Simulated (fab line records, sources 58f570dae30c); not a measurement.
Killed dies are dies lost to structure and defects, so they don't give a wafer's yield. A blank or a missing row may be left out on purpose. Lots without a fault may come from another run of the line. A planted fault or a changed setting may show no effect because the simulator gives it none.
fab line records | flow berkeley_cmos170
record lots=13 wafers=39 last_day=12
route steps=331 shown PVT@121 NLDD@161 PSD@181
lots that met no fault: from a run of the same line without faults
start_h: hours from the record's first day to the start of the lot's first wafer shown | wait_h: hours since the lot's step before | " the same as in the row above | L1.1+2: a row that stands for several wafers | - no value, or no start given | * or withheld: withheld | < > ~ a bound
route shown NAME@n: a module of which the file shows steps, and the number in the route of the first | usual: mean/standard deviation of fault-free wafers | same: alike in all rows | chamber/n: place in a boat | sites: the reading at each site | _std_site: their standard deviation | _edge_site: outer sites' mean less inner sites' | radius_mm: how far each site lies from the wafer's centre | mask NAME#n: copy n | behind: the tool/chamber that last shaped the wafer | hold: why the lot was held/for how many hours/how that ended | device: the transistor (n, p or np) that didn't switch | end of line: the same wafers' tests at the end of the route | a step without rows: its recipe alone | killed: dies lost to structure and defects at the first sort, not the wafer's yield | map: a wafer's dies, x killed, . not, _ none there
set.NAME: the setting as run; set.NAME@STEP: as run at that earlier step | model.NAME: the simulator's own value behind a step, which no gauge read
steps of the route over a sample of lots; a table a step, a row a wafer
services: from which hour (start_h, from the record's first day; less than 0 if before it) a tool's chamber was out of use, for how many hours, and why
## steps
# step UCB170_PVT_OVL_MEAS_06
# usual PVT_OVL=-1/5.1
# columns lot.wafer tool chamber start_h wait_h PVT_OVL[nm]
L847.2 overlay-01 - 143.67 - -6
L847.5 " - " " -4
L847.6 " - " " 1
L848.1 overlay-02 - 152.56 - 1
L848.5 " - " " -2
L848.6 " - " " 11
L849.1 overlay-02 - 152.68 - 0
L849.2 " - " " -9
L849.5 " - " " -2
L852.3 overlay-01 - 161.35 - -3
L852.5 " - " " 2
L852.6 " - " " 5
L851.3 overlay-02 - 161.90 - -6
L851.4 " - " " 0
L851.6 " - " " -8
L850.1 overlay-02 - 161.96 - 0
L850.3 " - " " -3
L850.4 " - " " 8
L858.2 overlay-01 - 182.21 - -2
L858.3 " - " " 3
L858.6 " - " " -8
L855.2 overlay-02 - 182.45 - -2
L855.5 " - " " 3
L855.6 " - " " 1
L853.3 overlay-01 - 183.00 - 2
L853.4 " - " " -2
L853.6 " - " " 2
L857.2 overlay-01 - 183.58 - -1
L857.3 " - " " -5
L857.6 " - " " 2
L864.1 overlay-01 - 210.30 - 3
L864.2 " - " " -3
L864.5 " - " " -8
L865.2 overlay-02 - 226.24 - -3
L865.3 " - " " -10
L865.5 " - " " -4
L867.1 overlay-01 - 226.91 - 3
L867.4 " - " " 2
L867.6 " - " " -3
# step UCB170_PVT_STRIP_08
# recipe chemistry=O2 power_w=400 pressure_mtorr=3500 platen_temp_c=withheld o2_flow_sccm=400 overash_fraction=0.5
# usual drypump_motor_current_A=5.9/0.39 oes_product_au=0.735/0.0047 strip_time_to_endpoint_s=21.63/0.066
# columns lot.wafer tool chamber start_h wait_h drypump_motor_current_A oes_product_au rf_hours_counter_h strip_time_to_endpoint_s
L847.2 plasma_asher-04 0 143.85 0.1 5.3 0.741 38 21.75
L847.5 " 0 " " 5.3 0.737 - 21.70
L847.6 " 1 " " 5.5 0.742 - 21.75
L848.1 plasma_asher-01 0 152.75 0.1 5.6 0.735 37 21.61
L848.5 " 0 " " 5.6 0.731 - 21.57
L848.6 " 1 " " 6.4 0.732 - 21.61
L849.1 plasma_asher-01 0 152.87 0.1 5.6 0.739 37 21.64
L849.2 " 1 " " 6.4 0.729 37 21.67
L849.5 " 1 " " 6.4 0.728 - 21.70
L852.3 plasma_asher-03 0 161.56 0.1 6.2 0.732 - 21.60
L852.5 " 1 " " 5.8 0.736 - 21.56
L852.6 " 0 " " 6.2 0.733 - 21.57
L851.3 plasma_asher-01 0 162.11 0.1 5.6 0.736 - 21.62
L851.4 " 1 " " 6.4 0.739 - 21.61
L851.6 " 1 " " 6.4 0.735 - 21.59
L850.1 plasma_asher-03 0 162.15 0.1 6.2 0.736 4 21.61
L850.3 " 0 " " 6.2 0.738 - 21.61
L850.4 " 1 " " 5.8 0.738 - 21.57
L858.2 plasma_asher-04 1 182.39 0.1 5.4 0.735 41 21.64
L858.3 " 0 " " 5.2 0.740 - 21.66
L858.6 " 0 " " 5.3 0.733 - 21.70
L855.2 plasma_asher-03 0 182.63 0.1 6.2 0.730 6 21.64
L855.5 " 0 " " 6.2 0.729 - 21.68
L855.6 " 1 " " 5.8 0.725 - 21.66
L853.3 plasma_asher-01 1 183.21 0.1 6.4 0.737 - 21.64
L853.4 " 0 " " 5.6 0.734 - 21.69
L853.6 " 0 " " 5.6 0.739 - 21.69
L857.2 plasma_asher-01 1 183.87 0.1 6.4 0.735 42 21.62
L857.3 " 0 " " 5.6 0.733 - 21.59
L857.6 " 0 " " 5.6 0.736 - 21.63
L864.1 plasma_asher-04 0 210.64 0.2 5.2 0.731 45 21.62
L864.2 " 1 " " 5.5 0.731 45 21.62
L864.5 " 0 " " 5.3 0.739 - 21.62
L865.2 plasma_asher-03 1 226.42 0.1 5.8 0.738 11 21.41
L865.3 " 1 " " 5.8 0.731 - 21.43
L865.5 " 0 " " 6.2 0.732 - 21.43
L867.1 plasma_asher-03 1 227.10 0.1 5.8 0.741 11 21.57
L867.4 " 1 " " 5.8 0.730 - 21.68
L867.6 " 0 " " 6.2 0.741 - 21.52
# step UCB170_NLDD_EXPOSE_03
# recipe mask_id=NSELECT na=0.5 sigma_outer=0.6 source_shape=conventional target_cd_nm=1200 dose_mj=30
# usual exposure_dose_mJ_cm2=29.98/0.035
# columns lot.wafer tool chamber start_h wait_h mask exposure_dose_mJ_cm2
L847.2 krf_scanner-02 0 163.51 0.4 NSELECT#0 30.00
L847.5 " 0 " " NSELECT#0 30.01
L847.6 " 0 " " NSELECT#0 30.00
L849.1 krf_scanner-02 0 171.62 0.3 NSELECT#0 30.01
L849.2 " 0 " " NSELECT#0 30.01
L849.5 " 0 " " NSELECT#0 30.02
L848.1 krf_scanner-01 0 172.25 - NSELECT#0 29.95
L848.5 " 0 " " NSELECT#0 29.97
L848.6 " 0 " " NSELECT#0 29.97
L852.3 krf_scanner-01 0 181.27 0.1 NSELECT#0 29.95
L852.5 " 0 " " NSELECT#0 29.97
L852.6 " 0 " " NSELECT#0 30.01
L851.3 krf_scanner-01 0 181.75 0.1 NSELECT#0 29.92
L851.4 " 0 " " NSELECT#0 29.94
L851.6 " 0 " " NSELECT#0 29.95
L850.1 krf_scanner-01 0 182.24 0.1 NSELECT#0 29.99
L850.3 " 0 " " NSELECT#0 30.00
L850.4 " 0 " " NSELECT#0 30.00
L855.2 krf_scanner-02 0 205.92 0.1 NSELECT#0 30.05
L855.5 " 0 " " NSELECT#0 30.00
L855.6 " 0 " " NSELECT#0 30.02
L858.2 krf_scanner-01 0 206.25 0.2 NSELECT#0 29.75
L858.3 " 0 " " NSELECT#0 29.73
L858.6 " 0 " " NSELECT#0 29.69
L853.3 krf_scanner-02 0 206.51 0.4 NSELECT#0 29.96
L853.4 " 0 " " NSELECT#0 30.02
L853.6 " 0 " " NSELECT#0 30.00
L857.2 krf_scanner-02 0 206.97 0.1 NSELECT#0 29.97
L857.3 " 0 " " NSELECT#0 30.02
L857.6 " 0 " " NSELECT#0 30.04
L864.1 krf_scanner-02 0 233.10 0.2 NSELECT#0 30.01
L864.2 " 0 " " NSELECT#0 30.02
L864.5 " 0 " " NSELECT#0 30.01
L867.1 krf_scanner-02 0 248.33 0.2 NSELECT#0 29.94
L867.4 " 0 " " NSELECT#0 29.97
L867.6 " 0 " " NSELECT#0 29.96
L865.2 krf_scanner-02 0 248.84 0.3 NSELECT#0 30.00
L865.3 " 0 " " NSELECT#0 29.93
L865.5 " 0 " " NSELECT#0 29.96
# step UCB170_PSD_CD_MEAS_06
# recipe target_cd_nm=1200
# usual cd_nm=1200.2/1.1
# columns lot.wafer tool chamber start_h wait_h cd_nm
L847.2 cd_sem-02 - 173.60 - 1201.1
L847.5 " - " " 1202.0
L847.6 " - " " 1200.3
L849.1 cd_sem-02 - 180.82 - 1200.6
L849.2 " - " " 1200.1
L849.5 " - " " 1199.7
L848.1 cd_sem-01 - 181.21 - 1200.9
L848.5 " - " " 1200.1
L848.6 " - " " 1199.2
L852.3 cd_sem-01 - 192.52 - 1201.5
L852.5 " - " " 1200.3
L852.6 " - " " 1201.2
L851.3 cd_sem-01 - 192.64 - 1199.2
L851.4 " - " " 1199.0
L851.6 " - " " 1200.1
L850.1 cd_sem-01 - 192.84 - 1198.7
L850.3 " - " " 1199.0
L850.4 " - " " 1199.1
L855.2 cd_sem-01 - 212.78 - 1200.8
L855.5 " - " " 1199.7
L855.6 " - " " 1199.9
L858.2 cd_sem-02 - 212.88 - 1200.4
L858.3 " - " " 1198.6
L858.6 " - " " 1200.4
L853.3 cd_sem-02 - 213.02 - 1202.0
L853.4 " - " " 1201.6
L853.6 " - " " 1201.4
L857.2 cd_sem-02 - 213.18 - 1200.3
L857.3 " - " " 1201.8
L857.6 " - " " 1200.4
L864.1 cd_sem-02 - 243.48 - 1199.8
L864.2 " - " " 1197.9
L864.5 " - " " 1198.9
L865.2 cd_sem-02 - 255.33 - 1201.2
L865.3 " - " " 1200.0
L865.5 " - " " 1199.3
L867.1 cd_sem-02 - 255.43 - 1200.5
L867.4 " - " " 1200.4
L867.6 " - " " 1199.9
## services
# columns tool chamber start_h hours kind
krf_scanner-02 - 123.50 1.3 pm
krf_scanner-02 - 126.51 1.0 pm
plasma_asher-01 - 128.25 0.4 repair
krf_scanner-02 - 132.15 2.2 repair
plasma_asher-03 - 138.52 2.0 repair
krf_scanner-01 - 139.10 1.3 pm
plasma_asher-01 - 141.01 4.0 pm
plasma_asher-03 - 145.22 15.6 pm
plasma_asher-04 - 151.60 14.6 pm
krf_scanner-01 0 163.42 - calibration
krf_scanner-01 - 167.14 4.0 pm
plasma_asher-03 - 192.05 3.4 repair
krf_scanner-01 - 205.17 0.8 pm
krf_scanner-02 0 208.88 - calibration
krf_scanner-01 - 244.50 1.0 pm
## key
first_sign step=UCB170_NLDD_EXPOSE_03 reading=exposure_dose_mJ_cm2 direction=down sigmas=7.4 usual=29.98 struck=29.72
effect none on later readings
met_at UCB170_NLDD_EXPOSE_03
struck_lots L858
tester_left_out L858
loop_trim step=UCB170_NLDD_EXPOSE_03 setting=dose lots=L858
not_acting_at UCB170_PVT_OVL_MEAS_06,UCB170_PVT_STRIP_08,UCB170_PSD_CD_MEAS_06
onset_between 182.24 206.25
fault kind=process_parameter_drift tool=krf_scanner-01 chamber=- onset_h=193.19 steps=UCB170_NLDD_EXPOSE_03 channel=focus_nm offset=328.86 spread_by_wafer=0.3 shape=step end_h=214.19
# tester_left_out: of these lots the tester's yield and bins aren't shown, on N5 and GAA mostly nor the transistor test; their killed dies are dies lost to structure and defects alone, not to doping, threshold or leakage, so they don't give the yield
# loop_trim: a control loop set the setting to another value than it would have without faults
